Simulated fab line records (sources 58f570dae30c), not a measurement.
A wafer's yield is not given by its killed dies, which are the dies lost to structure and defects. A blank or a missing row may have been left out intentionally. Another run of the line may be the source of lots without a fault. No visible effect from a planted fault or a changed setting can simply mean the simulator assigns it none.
Shared-tool check ; flow berkeleyCmos170 ; Sample size 14 lots and 42 wafers

## WHY IT WAS OPENED
UCB170_NSD_TW_MEAS_10, reading NSD_TW: flagged on 2 of 14 lots. Wafers without a fault read 4197, standard deviation 36.
Rule: a lot gets a flag if all its wafers with a number sit over 4 standard deviations from that mean, or if no wafer of it has a number. As for the other lots, they are considered sound.

lot;measured;on;NSD_TW, wafer by wafer;flag
L381;day 7 16:16;filmMetro-04;4249 4240 4209;
L377;day 7 16:32;filmMetro-04;4246 4227 4244;
L378;day 7 16:52;filmMetro-03;4179 4185 4171;
L380;day 7 17:13;filmMetro-04;4249 4216 4203;
L379;day 7 17:57;filmMetro-03;4183 4184 4163;
L383;day 8 20:19;filmMetro-04;3910 3916 3915;FLAGGED
L385;day 9 04:45;filmMetro-03;3905 3874 3897;FLAGGED
L391;day 10 05:53;filmMetro-04;4220 4248 4221;
L392;day 10 05:53;filmMetro-01;4183 4200 4188;
L393;day 10 12:07;filmMetro-03;4150 4152 4148;
L394;day 11 05:16;filmMetro-04;4212 4235 4228;
L398;day 11 16:48;filmMetro-01;4197 4206 4225;
L400;day 12 06:44;filmMetro-01;4170 4218 4198;
L399;day 12 07:06;filmMetro-03;4150 4138 4159;
The numbers of the flagged lots are 3903 on average: -294 against the usual, or -8 standard deviations.

## WHICH TOOL EACH LOT WENT THROUGH
Before the reading, the record contains 4 process steps out of a 331-step route. Each cell gives the tool, then ch followed by the chambers the sampled wafers passed through, then the start.
lot;flag;UCB170_PWELL_ETCH_14;UCB170_GATE_ETCH_15;UCB170_NSD_IMPLANT_08;UCB170_NSD_STRIP_09
L381;;rieDiel-02 ch 1,2,3, day 4 04:01;rieSi-02 ch 0,1,3, day 7 00:44;implanter-04 ch 0, day 7 16:02;plasmaAsher-01 ch 0,1, day 7 16:11
L377;;rieDiel-01 ch 0,1,2, day 3 11:09;rieSi-01 ch 1,2, day 7 00:52;implanter-03 ch 0, day 7 16:19;plasmaAsher-01 ch 0,1, day 7 16:26
L378;;rieDiel-04 ch 0,1,3, day 3 18:46;rieSi-02 ch 0,1,2, day 7 01:01;implanter-02 ch 0, day 7 16:38;plasmaAsher-03 ch 0,1, day 7 16:46
L380;;rieDiel-01 ch 1,2,3, day 4 03:59;rieSi-02 ch 0,1,2, day 7 01:13;implanter-04 ch 0, day 7 16:58;plasmaAsher-04 ch 0,1, day 7 17:07
L379;;rieDiel-01 ch 1,2, day 3 19:21;rieSi-01 ch 1,3, day 7 01:08;implanter-03 ch 0, day 7 17:43;plasmaAsher-03 ch 0,1, day 7 17:50
L383;FLAGGED;rieDiel-02 ch 0,3, day 4 19:56;rieSi-01 ch 2,3, day 8 00:56;implanter-04 ch 0, day 8 20:05;plasmaAsher-01 ch 0,1, day 8 20:13
L385;FLAGGED;rieDiel-04 ch 1,2,3, day 5 03:08;rieSi-01 ch 1,2,3, day 8 11:02;implanter-04 ch 0, day 9 04:30;plasmaAsher-03 ch 0,1, day 9 04:39
L391;;rieDiel-04 ch 0,1, day 6 03:23;rieSi-01 ch 1,2,3, day 9 15:08;implanter-03 ch 0, day 10 05:39;plasmaAsher-04 ch 0,1, day 10 05:46
L392;;rieDiel-01 ch 0,1,2, day 6 03:14;rieSi-02 ch 0,2,3, day 9 14:31;implanter-02 ch 0, day 10 05:38;plasmaAsher-01 ch 0,1, day 10 05:47
L393;;rieDiel-01 ch 2,3, day 6 08:29;rieSi-02 ch 0,1,3, day 9 20:07;implanter-02 ch 0, day 10 11:52;plasmaAsher-03 ch 0, day 10 12:01
L394;;rieDiel-02 ch 1,2,3, day 7 00:53;rieSi-01 ch 0,3, day 10 15:09;implanter-03 ch 0, day 11 05:03;plasmaAsher-04 ch 0,1, day 11 05:11
L398;;rieDiel-04 ch 0,1,3, day 7 09:32;rieSi-02 ch 0,2, day 11 00:50;implanter-03 ch 0, day 11 16:33;plasmaAsher-03 ch 0,1, day 11 16:42
L400;;rieDiel-01 ch 2,3, day 7 15:42;rieSi-02 ch 0,1, day 11 12:34;implanter-03 ch 0, day 12 06:29;plasmaAsher-03 ch 0,1, day 12 06:38
L399;;rieDiel-04 ch 0,1,2, day 7 15:32;rieSi-01 ch 0,1,3, day 11 12:49;implanter-03 ch 0, day 12 06:52;plasmaAsher-04 ch 0,1, day 12 06:59
These steps, and what they do:
- UCB170_PWELL_ETCH_14: etches Si3N4 in CH3F/Ar/O2, stops on SiO2, target depth 242 nm, time 151 s.
- UCB170_GATE_ETCH_15: etches poly-Si in HBr/Cl2, stops on SiO2, time 56.3 s, target depth 278.2 nm.
- UCB170_NSD_IMPLANT_08
- UCB170_NSD_STRIP_09: strips in O2.
- UCB170_NSD_TW_MEAS_10

## FLAGGED OVER TOTAL, TOOL BY TOOL (the gauges that took the reading come last)
step;tool;lots run;flagged;share of the flagged lots;sound lots run after its first flagged lot
UCB170_PWELL_ETCH_14;rieDiel-01;6;0;none;-
UCB170_PWELL_ETCH_14;rieDiel-02;3;1;some;1 (L394)
UCB170_PWELL_ETCH_14;rieDiel-04;5;1;some;3 (L391,L398,L399)
UCB170_GATE_ETCH_15;rieSi-01;7;2;all;3 (L391,L394,L399)
UCB170_GATE_ETCH_15;rieSi-02;7;0;none;-
UCB170_NSD_IMPLANT_08;implanter-02;3;0;none;-
UCB170_NSD_IMPLANT_08;implanter-03;7;0;none;-
UCB170_NSD_IMPLANT_08;implanter-04;4;2;all;0
UCB170_NSD_STRIP_09;plasmaAsher-01;4;1;some;1 (L392)
UCB170_NSD_STRIP_09;plasmaAsher-03;6;1;some;3 (L393,L398,L400)
UCB170_NSD_STRIP_09;plasmaAsher-04;4;0;none;-
UCB170_NSD_TW_MEAS_10;filmMetro-01;3;0;none;-
UCB170_NSD_TW_MEAS_10;filmMetro-03;5;1;some;2 (L393,L399)
UCB170_NSD_TW_MEAS_10;filmMetro-04;6;1;some;2 (L391,L394)

## THE TABLE: WHAT IT ALLOWS
Table rows that saw every flagged lot: 2, namely rieSi-01 at UCB170_GATE_ETCH_15 and implanter-04 at UCB170_NSD_IMPLANT_08.
- rieSi-01 at UCB170_GATE_ETCH_15: 2 of its 7 lots flagged. After the first flagged lot (L391, L394, L399), sound lots still ran on it; a lasting fault on the whole tool would not permit that.
- implanter-04 at UCB170_NSD_IMPLANT_08: 2 of its 4 lots flagged. It ran its last sound lot, L380, at day 7 16:58 and its first flagged lot, L383, at day 8 20:05: a fault with its onset between the two fits. Its own readings (doseIonsCm2, endStationPressureTorr, faradayCurrentUA) fall more than 4 standard deviations out on all wafers of the flagged lots.
What remains is a single tool, implanter-04 at UCB170_NSD_IMPLANT_08.

## WHAT HAD BEEN PUT IN BY THE SIMULATOR
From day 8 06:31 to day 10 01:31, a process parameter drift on implanter-04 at UCB170_NSD_IMPLANT_08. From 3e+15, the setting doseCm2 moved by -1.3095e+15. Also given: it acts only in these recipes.
Struck lots among those shown: L383, L385. This agrees with what the rule above found.
